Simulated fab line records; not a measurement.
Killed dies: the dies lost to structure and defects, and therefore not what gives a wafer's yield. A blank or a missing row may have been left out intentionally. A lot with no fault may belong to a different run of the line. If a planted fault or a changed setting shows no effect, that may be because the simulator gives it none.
Problem report in the 8D (eight disciplines) form, filled by code	flow rit-cmos	the parts of the form that need people (team, actions taken, sign-off) are left out

== 1. THE PROBLEM ==
Mean PSD_RS at RIT_SDANNEAL_RS_MEAS_04: 113.45 ohm/sq over 6 wafers in 2 lots; fault-free wafers: 115.87 ohm/sq, standard deviation 0.26. Measured from the usual mean, that is -9.3 standard deviations.
The step: measures by four-point-probe.
First seen on wafer L460.3, day 7 12:44, on film-metro-02. At this step, 42 wafers from 14 lots have a number in the record. The rule behind "out" and "out of limits": a value lying over 4 standard deviations away from the usual mean. Any other wafer with a number is counted as sound.

== 2. WHAT IT IS AND WHAT IT IS NOT ==
question	is	is not
which readings at this step	PSD_RS	-
which lots	L460, L461	L439, L441, L442, L443, L445, L446, L447, L448, L449, L450, L451, L452
which wafers of those lots	all that have a number	-
read on which gauges	film-metro-02, film-metro-03	film-metro-01
when	from day 7 12:44	up to then (36 sound wafers)

== 3. WHAT RULES OUT EACH SUSPECT ==
Counting: a tool at any process step up to the reading remains a suspect when it ran all the lots that are out and ran no sound lot after the first of those.
- the gauge at RIT_SDANNEAL_RS_MEAS_04 is ruled out. 2 gauges (film-metro-02, film-metro-03) read the wafers that are out.
- implanter-03 at RIT_PSD_IMPLANT_08: kept. It processed each lot that is out, first L460 at day 7 11:53, and no sound lot thereafter; up to then, the last sound lot it processed was L449 at day 5 07:56. Its own beam-on-s, dose-ions-cm2 readings are out on those wafers.
Left after counting: implanter-03 at RIT_PSD_IMPLANT_08.

== 4. THE CAUSE (what the simulator had put in) ==
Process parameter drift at RIT_PSD_IMPLANT_08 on implanter-03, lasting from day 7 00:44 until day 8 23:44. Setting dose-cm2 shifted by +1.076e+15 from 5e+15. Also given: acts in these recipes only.
After counting, this tool was the only one left.

== 5. SEQUENCE OF EFFECTS, ordered by route ==
Each row: a reading where the mean over the struck wafers with a number is more than 3 standard deviations away from the usual. Only readings whose record carries a usual standard deviation are examined. hours: median over the lots of the time between each lot's start at the first step of this table that gives one and its start at this step. sigmas: the change, counted in usual standard deviations.
hours	step	reading	usual	on struck wafers	change	sigmas
0	RIT_PSD_IMPLANT_08	beam-on-s	12.4 s	15.3	+2.9	+6.1
0	RIT_PSD_IMPLANT_08	dose-ions-cm2	5e+15	6e+15	+1e+15	+99 or more
1	RIT_SDANNEAL_RS_MEAS_04	PSD_RS	115.87 ohm/sq	113.45	-2.42	-9.3
Here are the process steps it includes:
- RIT_PSD_IMPLANT_08

== 6. HOW IT WOULD HAVE BEEN CAUGHT EARLIER ==
The first out-of-limits reading at a measuring or inspecting step in this record came at day 7 12:44, 12 hours after the fault's start at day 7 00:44.
At RIT_PSD_IMPLANT_08, the tool's own readings (beam-on-s, dose-ions-cm2) were out on each struck wafer the step has a row for, so an alarm limit on them would have fired on the first such wafer.
Lots out: 2; of these, L461 started RIT_PSD_IMPLANT_08 on implanter-03 after day 7 12:44. It would have been spared by a hold on the tool at that moment.
